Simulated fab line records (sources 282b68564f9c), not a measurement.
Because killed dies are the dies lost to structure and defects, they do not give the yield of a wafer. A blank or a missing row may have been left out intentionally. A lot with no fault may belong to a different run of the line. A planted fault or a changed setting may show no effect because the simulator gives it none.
What tool caused it? :: flow rit-cmos :: 45 wafers sampled from 15 lots at 1 step of a route of 202

## WHAT THE GAUGES SHOWED, per wafer
No reading from a measuring or inspecting step in the record can be judged against a usual standard deviation.

## WHAT TOOL EACH LOT RAN ON (gives the tool, then ch and the chambers of the sampled wafers, and finally the start)
lot: L548
RIT_SILICIDE_RTA_06: rtp-anneal-01 ch 0, day 3 02:00

lot: L549
RIT_SILICIDE_RTA_06: rtp-anneal-02 ch 0, day 3 08:08

lot: L550
RIT_SILICIDE_RTA_06: rtp-anneal-01 ch 0, day 3 15:47

lot: L551
RIT_SILICIDE_RTA_06: rtp-anneal-02 ch 0, day 3 19:47

lot: L552
RIT_SILICIDE_RTA_06: rtp-anneal-01 ch 0, day 3 23:27

lot: L554
RIT_SILICIDE_RTA_06: rtp-anneal-01 ch 0, day 4 08:52

lot: L555
RIT_SILICIDE_RTA_06: rtp-anneal-02 ch 0, day 4 12:30

lot: L556
RIT_SILICIDE_RTA_06: rtp-anneal-01 ch 0, day 4 19:28

lot: L557
RIT_SILICIDE_RTA_06: rtp-anneal-02 ch 0, day 5 00:43

lot: L558
RIT_SILICIDE_RTA_06: rtp-anneal-01 ch 0, day 5 04:38

lot: L560
RIT_SILICIDE_RTA_06: rtp-anneal-01 ch 0, day 5 13:24

lot: L563
RIT_SILICIDE_RTA_06: rtp-anneal-02, day 6 04:59

lot: L564
RIT_SILICIDE_RTA_06: rtp-anneal-01, day 6 10:43

lot: L565
RIT_SILICIDE_RTA_06: rtp-anneal-02, day 6 16:46

lot: L568
RIT_SILICIDE_RTA_06: rtp-anneal-01 ch 0, day 7 08:08
- RIT_SILICIDE_RTA_06: time 10 s, ramp up 5 s, ramp down 10 s.

## WHAT THE TOOLS THEMSELVES READ (means of the sampled wafers that have a number; where no wafer has one, the mark that the record gives instead)
RIT_SILICIDE_RTA_06. Usual: anneal-temp-c-max 753.5, standard deviation 1.6; chamber-o2-ppm 1.995, standard deviation 0.021; wafer_temp_C_max 753.2, standard deviation 0.69.
lot: L548
tool: rtp-anneal-01
anneal-temp-c-max: 752.3
chamber-o2-ppm: 1.968
wafer_temp_C_max: 752.6
flag: 

lot: L549
tool: rtp-anneal-02
anneal-temp-c-max: 754.7
chamber-o2-ppm: 1.997
wafer_temp_C_max: 753.0
flag: 

lot: L550
tool: rtp-anneal-01
anneal-temp-c-max: 752.0
chamber-o2-ppm: 2.023
wafer_temp_C_max: 753.4
flag: 

lot: L551
tool: rtp-anneal-02
anneal-temp-c-max: 755.6
chamber-o2-ppm: 2.019
wafer_temp_C_max: 753.4
flag: 

lot: L552
tool: rtp-anneal-01
anneal-temp-c-max: 752.2
chamber-o2-ppm: 2.012
wafer_temp_C_max: 753.4
flag: 

lot: L554
tool: rtp-anneal-01
anneal-temp-c-max: 752.4
chamber-o2-ppm: 1.990
wafer_temp_C_max: 752.9
flag: 

lot: L555
tool: rtp-anneal-02
anneal-temp-c-max: 755.4
chamber-o2-ppm: 1.981
wafer_temp_C_max: 753.1
flag: 

lot: L556
tool: rtp-anneal-01
anneal-temp-c-max: 751.6
chamber-o2-ppm: 1.970
wafer_temp_C_max: 753.2
flag: 

lot: L557
tool: rtp-anneal-02
anneal-temp-c-max: 755.2
chamber-o2-ppm: 2.015
wafer_temp_C_max: 753.5
flag: 

lot: L558
tool: rtp-anneal-01
anneal-temp-c-max: 752.3
chamber-o2-ppm: 2.008
wafer_temp_C_max: 753.1
flag: 

lot: L560
tool: rtp-anneal-01
anneal-temp-c-max: 752.0
chamber-o2-ppm: 2.000
wafer_temp_C_max: 753.1
flag: 

lot: L563
tool: rtp-anneal-02
anneal-temp-c-max: -
chamber-o2-ppm: -
wafer_temp_C_max: -
flag: OFF

lot: L564
tool: rtp-anneal-01
anneal-temp-c-max: -
chamber-o2-ppm: -
wafer_temp_C_max: -
flag: OFF

lot: L565
tool: rtp-anneal-02
anneal-temp-c-max: -
chamber-o2-ppm: -
wafer_temp_C_max: -
flag: OFF

lot: L568
tool: rtp-anneal-01
anneal-temp-c-max: 752.1
chamber-o2-ppm: 2.011
wafer_temp_C_max: 753.2
flag: 

## THE ANSWER, worked out from the rows above alone
Rule: a lot is off if the mean of its wafers that have a number lies more than 3 standard deviations from the usual mean. A lot without any number at a reading at which 4 lots or more have one is off too. Where the step has rows for the other lots, those lots are counted as sound. First the gauges in route order, then the tools' own readings, where a lot's mean is used as printed above. At the first step where some lot is off, the reading lying furthest off is the one used; lots without a number count as furthest.
Off, at RIT_SILICIDE_RTA_06 on anneal-temp-c-max: L563, L564, L565. Without a number there: L563, L564, L565.
If a tool, at that step or one of the process steps before it, ran each lot that is off and ran no sound lot following the first of them, it fits. Of those tried, none fits.

## WHAT HAD BEEN PUT IN BY THE SIMULATOR
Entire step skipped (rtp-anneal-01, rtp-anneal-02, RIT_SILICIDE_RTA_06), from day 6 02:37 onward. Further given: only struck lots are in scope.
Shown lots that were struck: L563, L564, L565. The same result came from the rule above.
